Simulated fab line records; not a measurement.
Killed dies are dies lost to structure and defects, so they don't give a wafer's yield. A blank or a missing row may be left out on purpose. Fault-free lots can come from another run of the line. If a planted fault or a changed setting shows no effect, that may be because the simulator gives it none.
The same fault as seen by 2 desks :: flow berkeleyCmos170 :: each desk has only its own numbers; what lay behind them comes last

== THE METROLOGY DESK ==
Lot by lot, what the gauges showed, no matter which tool ran the lot: averages of those sampled wafers that carry a number. A lot is out of limits, marked OUT, if its mean lies more than 4 standard deviations from the usual mean; the brackets give that distance.
Columns: A = M1_AL_RS at UCB170_M1_RS_MEAS_01, usual 0.0485 ohm/sq; B = M1_AL_THK at UCB170_M1_THK_MEAS_02, usual 599 nm
lot: L889
first seen here: day 6 17:23
A: 0.0490
B: 591

lot: L888
first seen here: day 6 17:38
A: 0.0484
B: 602

lot: L890
first seen here: day 6 17:46
A: 0.0483
B: 605

lot: L892
first seen here: day 7 14:25
A: 0.0482
B: 610

lot: L891
first seen here: day 7 16:56
A: 0.0488
B: 592

lot: L898
first seen here: day 8 22:44
A: 0.0488
B: 602

lot: L900
first seen here: day 8 23:04
A: 0.0482
B: 603

lot: L899
first seen here: day 8 23:13
A: 0.0397 (-22) OUT
B: 722 (+17) OUT

lot: L903
first seen here: day 9 21:47
A: 0.0484
B: 607

lot: L901
first seen here: day 9 23:45
A: 0.0396 (-22) OUT
B: 739 (+19) OUT

lot: L902
first seen here: day 9 23:57
A: 0.0485
B: 594

lot: L906
first seen here: day 10 22:08
A: 0.0487
B: 598

lot: L910
first seen here: day 11 15:04
A: 0.0487
B: 591

lot: L911
first seen here: day 11 16:20
A: 0.0486
B: 604
This desk's result: L899, L901 out of limits, first on L899 (M1_AL_RS at UCB170_M1_RS_MEAS_01), day 8 23:13. Within limits: L889, L888, L890, L892, L891, L898, L900, L903, L902, L906, L910, L911.

== FOR THE TOOL OWNER'S DESK: pvdSputter-01 ==
The tool's own readings at UCB170_M1_SPUTTER_00 (material Al, target thk 600 nm, time 80 s): means of the sampled wafers that have a number, for each lot that ran on this tool. A lot is out of limits, marked OUT, if its mean lies more than 4 standard deviations from the usual mean; the brackets give that distance.
Columns: A = cathodeDcPowerW at UCB170_M1_SPUTTER_00, usual 5999.9 W; B = throttleValvePct at UCB170_M1_SPUTTER_00, usual 30.1 %
lot: L890
first seen here: day 6 17:43
A: 6000.5
B: 30.1

lot: L892
first seen here: day 7 14:21
A: 5999.9
B: 31.0

lot: L899
first seen here: day 8 23:08
A: 7282.8 (+99 or more) OUT
B: 29.9

lot: L901
first seen here: day 9 23:39
A: 7283.7 (+99 or more) OUT
B: 30.0
This desk's verdict: out of limits on L899, L901, starting with L899 at day 8 23:08 (cathodeDcPowerW at UCB170_M1_SPUTTER_00). Within limits: L890, L892.

== TAKEN TOGETHER ==
An alarm could have come from the tool owner's desk at day 8 23:08, on L899, L901.
The metrology desk could have raised an alarm at day 8 23:13, on L899, L901.
Every lot named ran UCB170_M1_SPUTTER_00 on pvdSputter-01.

== WHAT THE SIMULATOR HAD PUT IN ==
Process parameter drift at UCB170_M1_SPUTTER_00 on pvdSputter-01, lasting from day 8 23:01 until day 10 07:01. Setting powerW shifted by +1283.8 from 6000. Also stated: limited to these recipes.
Struck lots among those shown: L899, L901.
Counting hours from when the fault started, the first reading out of limits came at 0 for the tool owner's desk and at 0 for the metrology desk.
